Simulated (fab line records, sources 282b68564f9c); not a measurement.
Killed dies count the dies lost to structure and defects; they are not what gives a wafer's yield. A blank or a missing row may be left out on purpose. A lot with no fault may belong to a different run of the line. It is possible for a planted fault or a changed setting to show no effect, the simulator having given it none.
The tool behind it: which one?	flow ritCmos	14 lots with 42 wafers sampled at 2 steps, on a route of 202 steps

== WHAT THE GAUGES READ, wafer by wafer ==
The record lacks any reading of a measuring or inspecting step that a usual standard deviation could be used to judge.

== WHAT TOOL EACH LOT RAN ON (gives the tool, then ch and the chambers of the sampled wafers, and finally the start) ==
lot	RIT_GATE_DEVELOP_15	RIT_M1_PROBE_99
L449	lithoTrack-04 ch 0, day 2 14:00	-
L450	lithoTrack-04 ch 0, day 2 22:00	-
L452	lithoTrack-04 ch 0, day 3 04:00	-
L453	lithoTrack-04 ch 0, day 3 12:00	-
L454	lithoTrack-02 ch 0, day 3 16:00	-
L455	lithoTrack-03 ch 0, day 3 23:00	-
L456	lithoTrack-02 ch 0, day 4 01:00	-
L458	lithoTrack-04 ch 0, day 4 12:00	prober-02, day 5 09:28
L460	lithoTrack-04 ch 0, day 5 01:00	prober-01, day 5 22:15
L464	lithoTrack-02 ch 0, day 5 17:00	-
L469	lithoTrack-02 ch 0, day 6 18:00	-
L470	lithoTrack-03 ch 0, day 7 00:00	-
L471	lithoTrack-02 ch 0, day 7 07:00	-
L472	lithoTrack-02 ch 0, day 7 09:00	-
- RIT_GATE_DEVELOP_15: develop time 50 s.
- RIT_M1_PROBE_99

== WHAT THE TOOLS THEMSELVES READ (means of the sampled wafers that have a number; where no wafer has one, the mark that the record gives instead) ==
RIT_M1_PROBE_99.
lot	tool	killed_at_M0_to_M3	killedAtContacts	killedAtFrontEnd	killedDies	killedOnRim	killedOpen	killedShort
L458	prober-02	0.0	0.0	264.0	264.0	70.0	3.7	1.3
L460	prober-01	0.0	0.3	262.3	262.7	69.3	7.0	3.7

== THE ANSWER, worked out from the rows above alone ==
Rule: what is usual is taken from the lots themselves. Put in order of their means at a reading, lots are off if they are a third of the lots or fewer, leave a main group of 4 or more, and stand apart from it by a gap of 3 or more times the standard deviation of the main group's means; of several such gaps the widest counts. A main group is skipped when, at the precision printed for the reading in the tables above, its means are all equal. A lot without any number at a reading at which 4 lots or more have one is off too. The other lots that the step has rows for count as sound. First the gauges in route order, then the tools' own readings, where a lot's mean is used as printed above. At the first step where some lot is off, the reading lying furthest off is the one used; lots without a number count as furthest.
Across all readings shown, no lot is off: no conclusion can be drawn from this.

== WHAT THE SIMULATOR HAD PUT IN ==
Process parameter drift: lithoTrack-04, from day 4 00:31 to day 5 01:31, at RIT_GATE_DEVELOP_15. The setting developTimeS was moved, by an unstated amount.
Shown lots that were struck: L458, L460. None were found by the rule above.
